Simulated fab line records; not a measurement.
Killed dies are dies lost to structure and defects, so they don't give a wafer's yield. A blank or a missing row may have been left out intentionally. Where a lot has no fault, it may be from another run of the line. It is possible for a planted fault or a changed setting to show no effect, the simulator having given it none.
The tool behind it: which one? -- flow rit cmos -- 21 wafers from 7 lots sampled at 2 of the route's 202 steps

WHAT THE GAUGES READ, wafer by wafer
RIT_PWELL_TW_MEAS_10.
lot,measured,on,PWELL_TW
L132,day 2 03:28,film metro-04,971 966 965
L134,day 2 14:49,film metro-04,962 965 959
L136,day 3 01:17,film metro-04,963 963 958
L143,day 4 10:41,film metro-01,1151 1150 1153
L147,day 5 07:28,film metro-02,945 944 946
L150,day 5 21:43,film metro-04,952 954 955
L153,day 6 12:34,film metro-04,952 951 952

WHAT TOOL EACH LOT RAN ON (gives the tool, then ch and the chambers of the sampled wafers, and finally the start)
lot,RIT_PWELL_IMPLANT_08
L132,"implanter-01 ch 0, day 2 03:09"
L134,"implanter-03 ch 0, day 2 14:30"
L136,"implanter-03 ch 0, day 3 00:58"
L143,"implanter-03 ch 0, day 4 10:22"
L147,"implanter-01 ch 0, day 5 07:09"
L150,"implanter-04 ch 0, day 5 21:24"
L153,"implanter-04 ch 0, day 6 12:17"
- RIT_PWELL_IMPLANT_08

THE ANSWER, worked out from the rows above alone
Rule: what is usual is taken from the lots themselves. Put in order of their means at a reading, lots are off if they are a third of the lots or fewer, leave a main group of 4 or more, and stand apart from it by a gap of 3 or more times the standard deviation of the main group's means; of several such gaps the widest counts. Not used: any main group whose means are identical at the precision the tables above print for the reading. Also off: a lot with no number at a reading for which 4 or more lots have one. Where the step has rows for the other lots, those lots are counted as sound.
Off: L143, at RIT_PWELL_TW_MEAS_10 (PWELL_TW). The main group has a mean of 957 with a standard deviation of 7.5.
If a tool, at a process step before that reading, ran all the lots that are off and no sound lot after the first of them, it fits. The gauges at RIT_PWELL_TW_MEAS_10 are tried like those tools. 2 tools fit, implanter-03 at RIT_PWELL_IMPLANT_08 and film metro-01 at RIT_PWELL_TW_MEAS_10, so this cannot tell which one it is.

WHAT THE SIMULATOR HAD INSERTED
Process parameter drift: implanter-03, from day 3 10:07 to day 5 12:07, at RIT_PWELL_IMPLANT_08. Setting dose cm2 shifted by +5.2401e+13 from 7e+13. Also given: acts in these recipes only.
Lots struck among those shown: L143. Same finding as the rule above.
